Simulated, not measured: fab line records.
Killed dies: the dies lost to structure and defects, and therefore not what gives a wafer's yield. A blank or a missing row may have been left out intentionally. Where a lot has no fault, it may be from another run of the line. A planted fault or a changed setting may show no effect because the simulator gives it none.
Shared-tool check | flow ritCmos | 14 lots, 42 wafers sampled

== REASON FOR OPENING ==
2 of 14 lots carry a flag on the reading SPACER_NITRIDE_THK at RIT_SPACER_THK_MEAS_04. Wafers without a fault read 251.7 nm, standard deviation 2.5.
Rule: a lot is flagged when every wafer of it that has a number lies more than 4 standard deviations from that mean, or none has a number. All remaining lots are regarded as sound.

lot  | measured    | on           | SPACER_NITRIDE_THK (nm), wafer by wafer | flag
L605 | day 3 00:00 | filmMetro-04 | 250.2 249.6 248.7                       | 
L606 | day 3 04:05 | filmMetro-02 | 254.2 250.1 251.4                       | 
L608 | day 3 18:19 | filmMetro-02 | 244.2 245.7 247.1                       | 
L609 | day 3 23:25 | filmMetro-01 | 250.3 251.9 252.4                       | 
L610 | day 4 01:35 | filmMetro-04 | 250.9 250.5 248.9                       | 
L611 | day 4 06:06 | filmMetro-02 | 248.1 251.4 248.9                       | 
L612 | day 4 15:25 | filmMetro-01 | 257.2 256.2 256.9                       | 
L613 | day 4 20:22 | filmMetro-02 | 255.1 252.0 252.4                       | 
L615 | day 5 07:00 | filmMetro-02 | 251.8 252.8 252.2                       | 
L621 | day 6 07:32 | filmMetro-02 | 250.8 254.2 251.3                       | 
L622 | day 6 13:50 | filmMetro-02 | 274.0 270.9 273.0                       | FLAGGED
L623 | day 6 20:32 | filmMetro-02 | 269.5 268.8 270.6                       | FLAGGED
L624 | day 7 01:05 | filmMetro-01 | 247.9 250.8 251.3                       | 
L626 | day 7 13:32 | filmMetro-04 | 250.9 251.0 251.6                       | 
The numbers of the flagged lots are 271.1 nm on average: +19.4 nm against the usual, or +8 standard deviations.

== LOT BY LOT: THE TOOL USED ==
The record keeps 1 process step preceding the reading, out of 202 steps on the route. Every cell lists first the tool, next ch and the chambers used by the sampled wafers, and last the start.
lot  | flag    | RIT_SPACER_CVD_03
L605 |         | lpcvd-01 ch 0, day 2 22:04
L606 |         | lpcvd-01 ch 0, day 3 02:10
L608 |         | lpcvd-02 ch 0, day 3 16:23
L609 |         | lpcvd-01 ch 1, day 3 21:28
L610 |         | lpcvd-02 ch 1, day 3 23:40
L611 |         | lpcvd-01 ch 1, day 4 04:10
L612 |         | lpcvd-01 ch 0, day 4 13:29
L613 |         | lpcvd-01 ch 1, day 4 18:26
L615 |         | lpcvd-01 ch 0, day 5 05:03
L621 |         | lpcvd-02 ch 0, day 6 05:38
L622 | FLAGGED | lpcvd-01 ch 1, day 6 11:55
L623 | FLAGGED | lpcvd-01 ch 1, day 6 18:37
L624 |         | lpcvd-02 ch 1, day 6 23:10
L626 |         | lpcvd-02 ch 0, day 7 11:37
What the steps here do:
- RIT_SPACER_CVD_03: deposits Si3N4 from SiH2Cl2/NH3, target thk 250 nm, time 3300 s.
- RIT_SPACER_THK_MEAS_04

== FLAGGED AGAINST TOTAL, ONE TOOL AT A TIME (gauges that did the reading follow at the end) ==
step                   | tool         | lots run | flagged | share of the flagged lots | sound lots run after its first flagged lot
RIT_SPACER_CVD_03      | lpcvd-01     | 9        | 2       | all                       | 0
RIT_SPACER_CVD_03      | lpcvd-02     | 5        | 0       | none                      | -
RIT_SPACER_THK_MEAS_04 | filmMetro-01 | 3        | 0       | none                      | -
RIT_SPACER_THK_MEAS_04 | filmMetro-02 | 8        | 2       | all                       | 0
RIT_SPACER_THK_MEAS_04 | filmMetro-04 | 3        | 0       | none                      | -

== WHAT THE TABLE ALLOWS ==
Table rows that saw every flagged lot: 2, namely lpcvd-01 at RIT_SPACER_CVD_03 and filmMetro-02 at RIT_SPACER_THK_MEAS_04.
- lpcvd-01 at RIT_SPACER_CVD_03 ran 9 lots, 2 of them flagged. Its last sound lot is L615 (day 5 05:03), its first flagged lot L622 (day 6 11:55): a fault that began between those two fits.
- filmMetro-02 at RIT_SPACER_THK_MEAS_04 ran 8 lots, 2 of them flagged. Its last sound lot is L621 (day 6 07:32), its first flagged lot L622 (day 6 13:50): a fault that began between those two fits.
These 2 tools cannot be told apart by counting lots, since each of them fits a fault that started at some hour. More lots, or a look at what each step does to the wafer, might.

== WHAT THE SIMULATOR HAD PUT IN ==
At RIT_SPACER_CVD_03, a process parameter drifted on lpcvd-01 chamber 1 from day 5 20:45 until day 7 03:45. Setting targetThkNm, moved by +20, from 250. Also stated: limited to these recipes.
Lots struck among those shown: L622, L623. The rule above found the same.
